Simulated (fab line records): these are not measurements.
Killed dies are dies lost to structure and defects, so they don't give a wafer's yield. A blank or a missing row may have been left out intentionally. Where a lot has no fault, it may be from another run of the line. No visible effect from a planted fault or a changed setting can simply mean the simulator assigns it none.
Struck lot and sound lot, side by side + flow berkeleyCmos170 + 14 steps out of a route of 331
Sound: these wafers, L560.2, L560.3, L560.4. The struck wafers were L557.2, L557.3, L557.4. At the end, the cause is stated.
At each step with rows: each side's tool, then ch and its chambers, then its first start. Under that, the readings that differ: sound wafers + struck wafers + difference of the means + sigmas: that difference in standard deviations of wafers without a fault.
alike: readings whose means differ by less than 2 such deviations, and words and numbers that are the same on both sides. not compared: withheld readings, readings that some wafer has no value for, bounds like >300 that may hide the same value, and numbers for which the record gives no deviation and whose values overlap.
Wherever a step has rows on one side only, a row that says differs or no value, or a row with sigmas, the two part there. Numbers that have no deviation but don't overlap get no sigmas and don't part them. A reading missing from all wafers of one side parts the sides only when that side holds two or more wafers.

UCB170_PWELL_STRIP_16: strips in O2.
  sound on plasmaAsher-03 ch 0,1, day 7 17:44; struck on plasmaAsher-02 ch 0,1, day 7 01:48
  alike: drypumpMotorCurrentA, oesProductAu, stripTimeToEndpointS
  not compared: rfHoursCounterH
UCB170_PWELL_TW_MEAS_17:
  sound: filmMetro-04 at day 7 17:51; struck: filmMetro-03 at day 7 01:55
  alike: PWELL_TW
then, 5 steps without rows for these wafers: UCB170_PWELL_CLEAN_18 (cleans in SPM, time 600 s); UCB170_PWELL_WET_ETCH_19 (etches Si3N4 in H3PO4, time 14400 s); UCB170_PWELL_WET_ETCH_20 (etches SiO2 in BOE, time 22 s); UCB170_WELLDRIVE_CLEAN_00 (cleans in SPM, time 600 s); UCB170_WELLDRIVE_OXIDATION_01 (target thk 199 nm, ox time 9000 s).
UCB170_WELLDRIVE_THK_MEAS_02:
  sound: filmMetro-02 at day 8 08:05; struck: filmMetro-03 at day 7 13:05
  alike: WELLDRIVE_OXIDE_THK
then, 4 steps without rows for these wafers: UCB170_WELLDRIVE_ANNEAL_03 (time 900 s); UCB170_WELLDRIVE_WET_ETCH_04 (etches SiO2 in BOE, time 120 s); UCB170_ACTIVE_CLEAN_00 (cleans in SPM, time 600 s); UCB170_ACTIVE_CLEAN_01 (cleans in dHF, time 60 s).
UCB170_ACTIVE_OXIDATION_02: target thk 26.4 nm, ox time 1260 s.
  sound on furnace-02 ch 0, day 8 20:20; struck on furnace-02, day 8 00:14
  no value came back on the struck wafers for any of 5 readings (oxTempC (C), oxTempCMax and others); on the sound wafers oxTempC (C) reads 1000.4 999.8 1000.4
then, 1 step without rows for these wafers: UCB170_ACTIVE_ANNEAL_04 (time 900 s).

== WHERE THEY PART ==
At UCB170_ACTIVE_OXIDATION_02 and nowhere else, as far as this record goes.

WHY: what had been put in by the simulator
Entire step skipped (furnace-02, UCB170_ACTIVE_OXIDATION_02), from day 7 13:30 onward. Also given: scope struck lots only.
